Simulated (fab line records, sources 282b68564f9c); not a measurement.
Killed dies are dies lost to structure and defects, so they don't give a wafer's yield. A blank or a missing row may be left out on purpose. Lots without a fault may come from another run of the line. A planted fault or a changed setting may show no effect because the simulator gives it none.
Tool commonality check | flow rit_cmos | 15 lots, 45 wafers sampled

WHY IT WAS OPENED
At RIT_GATE_CD_MEAS_16 the reading cd_nm is flagged on 3 of 15 lots. Wafers without a fault read 148.9 nm, standard deviation 2.4.
Rule: a lot is flagged when every wafer of it that has a number lies more than 4 standard deviations from that mean, or none has a number. The other lots count as sound.

lot  | measured    | on        | cd_nm (nm), wafer by wafer | flag
L204 | day 2 13:41 | cd_sem-02 | 152.3 152.9 152.1          |
L205 | day 2 20:35 | cd_sem-02 | 149.2 147.6 148.1          |
L206 | day 2 22:05 | cd_sem-02 | 62.3 63.1 62.9             | FLAGGED
L207 | day 3 03:55 | cd_sem-01 | 79.2 79.3 77.8             | FLAGGED
L209 | day 3 14:28 | cd_sem-01 | 91.4 94.9 94.0             | FLAGGED
L216 | day 5 01:55 | cd_sem-01 | 147.3 146.1 148.0          |
L217 | day 5 06:19 | cd_sem-02 | 147.5 148.5 146.2          |
L219 | day 5 16:04 | cd_sem-01 | 145.1 144.8 145.4          |
L220 | day 5 20:05 | cd_sem-02 | 150.2 147.0 147.2          |
L222 | day 6 06:07 | cd_sem-02 | 147.1 147.0 145.9          |
L223 | day 6 11:07 | cd_sem-01 | 147.8 148.4 149.9          |
L224 | day 6 16:04 | cd_sem-02 | 148.2 148.4 146.8          |
L225 | day 6 22:34 | cd_sem-02 | 147.1 145.1 148.2          |
L226 | day 7 02:16 | cd_sem-01 | 152.6 151.3 154.2          |
L227 | day 7 07:17 | cd_sem-02 | 149.4 150.4 149.3          |
The numbers of the flagged lots are 78.3 nm on average: -70.6 nm against the usual, or -29 standard deviations.

WHICH TOOL RAN EACH LOT
The record holds 3 process steps before the reading, out of a route of 202 steps. In each cell: the tool, then ch and the chambers that the sampled wafers went through, then the start.
lot  | flag    | RIT_NWELL_STRIP_09                  | RIT_PWELL_STRIP_09                  | RIT_GATE_COAT_11
L204 |         | plasma_asher-01 ch 1, day 1 22:07   | plasma_asher-01 ch 0,1, day 1 23:47 | litho_track-04 ch 0, day 2 12:49
L205 |         | plasma_asher-04 ch 0,1, day 2 02:29 | plasma_asher-04 ch 0,1, day 2 04:02 | litho_track-04 ch 0, day 2 16:43
L206 | FLAGGED | plasma_asher-01 ch 0,1, day 2 06:54 | plasma_asher-01 ch 0,1, day 2 08:46 | litho_track-04 ch 0, day 2 21:17
L207 | FLAGGED | plasma_asher-01 ch 0,1, day 2 11:44 | plasma_asher-01 ch 0,1, day 2 13:17 | litho_track-04 ch 0, day 3 03:11
L209 | FLAGGED | plasma_asher-01 ch 0,1, day 2 21:41 | plasma_asher-04 ch 0,1, day 2 23:22 | litho_track-04 ch 0, day 3 13:38
L216 |         | plasma_asher-04 ch 0,1, day 4 11:01 | plasma_asher-04 ch 0,1, day 4 12:34 | litho_track-02 ch 0, day 5 01:13
L217 |         | plasma_asher-01 ch 0,1, day 4 15:07 | plasma_asher-04 ch 0,1, day 4 16:47 | litho_track-01 ch 0, day 5 05:29
L219 |         | plasma_asher-03 ch 0,1, day 5 01:13 | plasma_asher-02 ch 0,1, day 5 02:54 | litho_track-02 ch 0, day 5 15:21
L220 |         | plasma_asher-01 ch 0,1, day 5 04:50 | plasma_asher-02 ch 0,1, day 5 06:27 | litho_track-01 ch 0, day 5 19:23
L222 |         | plasma_asher-03 ch 0,1, day 5 15:07 | plasma_asher-01 ch 1, day 5 16:47   | litho_track-01 ch 0, day 6 05:25
L223 |         | plasma_asher-04 ch 0,1, day 5 19:34 | plasma_asher-04 ch 0,1, day 5 21:22 | litho_track-02 ch 0, day 6 10:23
L224 |         | plasma_asher-04 ch 0,1, day 6 01:14 | plasma_asher-04 ch 0,1, day 6 02:47 | litho_track-01 ch 0, day 6 15:22
L225 |         | plasma_asher-01 ch 0,1, day 6 05:44 | plasma_asher-02 ch 0,1, day 6 07:25 | litho_track-04 ch 0, day 6 21:52
L226 |         | plasma_asher-03 ch 0,1, day 6 11:30 | plasma_asher-01 ch 0,1, day 6 13:11 | litho_track-04 ch 0, day 7 01:34
L227 |         | plasma_asher-01 ch 0,1, day 6 15:56 | plasma_asher-02 ch 1, day 6 17:39   | litho_track-02 ch 0, day 7 06:35
What these steps do:
- RIT_NWELL_STRIP_09: strips in O2, time 180 s.
- RIT_PWELL_STRIP_09: strips in O2, time 180 s.
- RIT_GATE_COAT_11: resist thk 850 nm.
- RIT_GATE_CD_MEAS_16: target cd 150 nm.

FLAGGED OVER TOTAL, TOOL BY TOOL (the gauges that took the reading come last)
step                | tool            | lots run | flagged | share of the flagged lots | sound lots run after its first flagged lot
RIT_NWELL_STRIP_09  | plasma_asher-01 | 8        | 3       | all                       | 4 (L217,L220,L225,L227)
RIT_NWELL_STRIP_09  | plasma_asher-03 | 3        | 0       | none                      | -
RIT_NWELL_STRIP_09  | plasma_asher-04 | 4        | 0       | none                      | -
RIT_PWELL_STRIP_09  | plasma_asher-01 | 5        | 2       | some                      | 2 (L222,L226)
RIT_PWELL_STRIP_09  | plasma_asher-02 | 4        | 0       | none                      | -
RIT_PWELL_STRIP_09  | plasma_asher-04 | 6        | 1       | some                      | 4 (L216,L217,L223,L224)
RIT_GATE_COAT_11    | litho_track-01  | 4        | 0       | none                      | -
RIT_GATE_COAT_11    | litho_track-02  | 4        | 0       | none                      | -
RIT_GATE_COAT_11    | litho_track-04  | 7        | 3       | all                       | 2 (L225,L226)
RIT_GATE_CD_MEAS_16 | cd_sem-01       | 6        | 2       | some                      | 4 (L216,L219,L223,L226)
RIT_GATE_CD_MEAS_16 | cd_sem-02       | 9        | 1       | some                      | 6 (L217,L220,L222,L224,L225,L227)

WHAT THE TABLE ALLOWS
2 rows of the table ran every flagged lot: plasma_asher-01 at RIT_NWELL_STRIP_09, litho_track-04 at RIT_GATE_COAT_11.
- plasma_asher-01 at RIT_NWELL_STRIP_09: 3 of its 8 lots flagged. Sound lots ran on it after the first flagged one (L217, L220, L225, L227), which a lasting fault on the whole tool wouldn't allow.
- litho_track-04 at RIT_GATE_COAT_11: 3 of its 7 lots flagged. Sound lots ran on it after the first flagged one (L225, L226), which a lasting fault on the whole tool wouldn't allow.
No row of the table ran every flagged lot and no sound lot after the first.

WHAT THE SIMULATOR HAD PUT IN
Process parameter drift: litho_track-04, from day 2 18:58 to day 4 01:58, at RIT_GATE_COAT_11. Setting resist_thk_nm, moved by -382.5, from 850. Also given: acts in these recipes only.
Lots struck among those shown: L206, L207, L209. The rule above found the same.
